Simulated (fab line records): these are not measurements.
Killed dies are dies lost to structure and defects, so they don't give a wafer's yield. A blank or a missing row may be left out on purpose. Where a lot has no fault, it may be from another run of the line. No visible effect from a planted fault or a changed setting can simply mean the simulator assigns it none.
Struck lot and sound lot, side by side + flow berkeley-cmos170 + 23 steps out of a route of 331
Sound: these wafers, L921.1, L921.4, L921.5. The struck wafers were L935.1, L935.4, L935.6. The cause is given at the end.
Each step with rows lists, per side, the tool, then ch with its chambers, then its first start. Under that, the readings that differ: sound wafers + struck wafers + difference of the means + sigmas: that difference in standard deviations of wafers without a fault.
alike: a reading whose means differ by less than 2 such deviations, as well as words and numbers matching on both sides. not compared: withheld readings; readings where some wafer has no value; bounds like >300 that might hide an equal value; numbers whose values overlap and for which the record gives no deviation.
The two part at a step that has a row with sigmas, a row that says differs or no value, or rows on one side only. Numbers that don't overlap but have no deviation are shown without sigmas and don't part them. A reading missing from all wafers of one side parts the sides only when that side holds two or more wafers.

first, 1 step without rows for these wafers: UCB170_CONTACT_DEVELOP_14 (develop time 45 s).
UCB170_CONTACT_CD_MEAS_15 targets a cd of 700 nm.
  sound on cd-sem-02 at day 10 06:22; struck on cd-sem-02 at day 13 05:49
  alike: cd-nm
UCB170_CONTACT_OVL_MEAS_16:
  sound on overlay-01 at day 10 06:29; struck on overlay-02 at day 13 05:56
  alike: CONTACT_OVL
UCB170_CONTACT_ETCH_17: etches BARC in N2/H2.
  sound on rie-diel-04 ch 0,3, day 10 06:31; struck on rie-diel-04 ch 1,3, day 13 05:58
  alike: drypump-motor-current-A, oes-product-au, throttle-valve-pct
UCB170_CONTACT_ETCH_18: etches PSG in CHF3/CF4/Ar, stops on TiSi2, target depth 840 nm, time 195 s.
  sound on rie-diel-04 ch 0,3; struck on rie-diel-04 ch 1,3
  alike: drypump-motor-current-A, mfc-ar-sccm, oes-product-au, throttle-valve-pct
  not compared: rf-hours-counter-h
UCB170_CONTACT_STRIP_19: strips in O2.
  sound on plasma-asher-03 ch 0,1, day 10 06:41; struck on plasma-asher-04 ch 0,1, day 13 06:08
  alike: drypump-motor-current-A, oes-product-au
  not compared: rf-hours-counter-h
UCB170_CONTACT_CD_MEAS_90 targets a cd of 700 nm.
  sound on cd-sem-02 at day 10 06:52; struck on cd-sem-02 at day 13 06:14
  alike: cd-nm
then, 1 step without rows for these wafers: UCB170_CONTACT_CLEAN_20 (cleans in SPM, time 600 s).
UCB170_M1_SPUTTER_00: material Al, target thk 600 nm, time 80 s.
  sound on pvd-sputter-01 at day 10 07:10; struck on pvd-sputter-04 at day 13 06:32
  alike: cathode-dc-power-W, throttle-valve-pct
UCB170_M1_RS_MEAS_01: measures by four-point-probe.
  sound on film-metro-02 at day 10 07:14; struck on film-metro-04 at day 13 06:36
  alike: M1_AL_RS
UCB170_M1_THK_MEAS_02: measures by xrf.
  sound on film-metro-02 at day 10 07:21; struck on film-metro-04 at day 13 06:43
  alike: M1_AL_THK
following that, these wafers have no rows for 1 step: UCB170_M1_COAT_03.
UCB170_M1_COAT_04: resist thk 900 nm.
  sound on litho-track-03 ch 0, day 10 07:00; struck on litho-track-03 ch 0, day 13 06:00
| reading                             | sound             | struck          | difference | sigmas |
|-------------------------------------|-------------------|-----------------|------------|--------|
| model.KrF_of_M1_COAT_04.thk-nm (nm) | 903.6 904.1 902.5 | 928 931.3 932.9 | +27        |        |
then, 4 steps without rows for these wafers: UCB170_M1_SOFTBAKE_05 (time 60 s); UCB170_M1_EXPOSE_06 (exposes mask METAL1, target cd 700 nm); UCB170_M1_PEB_07; UCB170_M1_DEVELOP_08 (develop time 45 s).
UCB170_M1_CD_MEAS_09 targets a cd of 700 nm.
  sound on cd-sem-02 at day 10 08:15; struck on cd-sem-02 at day 13 07:44
  alike: cd-nm
UCB170_M1_OVL_MEAS_10:
  sound on overlay-02 at day 10 08:22; struck on overlay-01 at day 13 07:52
  alike: M1_OVL
then, 1 step without rows for these wafers: UCB170_M1_ETCH_11 (etches BARC in N2/H2).
UCB170_M1_METAL_ETCH_12: etches Al in Cl2/BCl3, stops on PSG, target depth 780 nm, time 130 s.
  sound on rie-metal-03 ch 0,1, day 10 08:27; struck on rie-metal-03 ch 1, day 13 07:56
| reading                             | sound             | struck          | difference | sigmas |
|-------------------------------------|-------------------|-----------------|------------|--------|
| model.KrF_of_M1_COAT_04.thk-nm (nm) | 437.7 439.5 439.2 | 460 463.9 470.9 | +26        |        |
  alike: drypump-motor-current-A, oes-product-au, throttle-valve-pct
  not compared: rf-hours-counter-h
UCB170_M1_STRIP_13: strips in O2.
  sound on plasma-asher-04 ch 0,1, day 10 08:35; struck on plasma-asher-02 ch 0,1, day 13 08:04
  alike: drypump-motor-current-A, oes-product-au
  not compared: rf-hours-counter-h
following that, these wafers have no rows for 1 step: UCB170_M3_PROBE_99.

== WHERE THEY PART ==
Nowhere in this record.

WHY: whatever the simulator had introduced
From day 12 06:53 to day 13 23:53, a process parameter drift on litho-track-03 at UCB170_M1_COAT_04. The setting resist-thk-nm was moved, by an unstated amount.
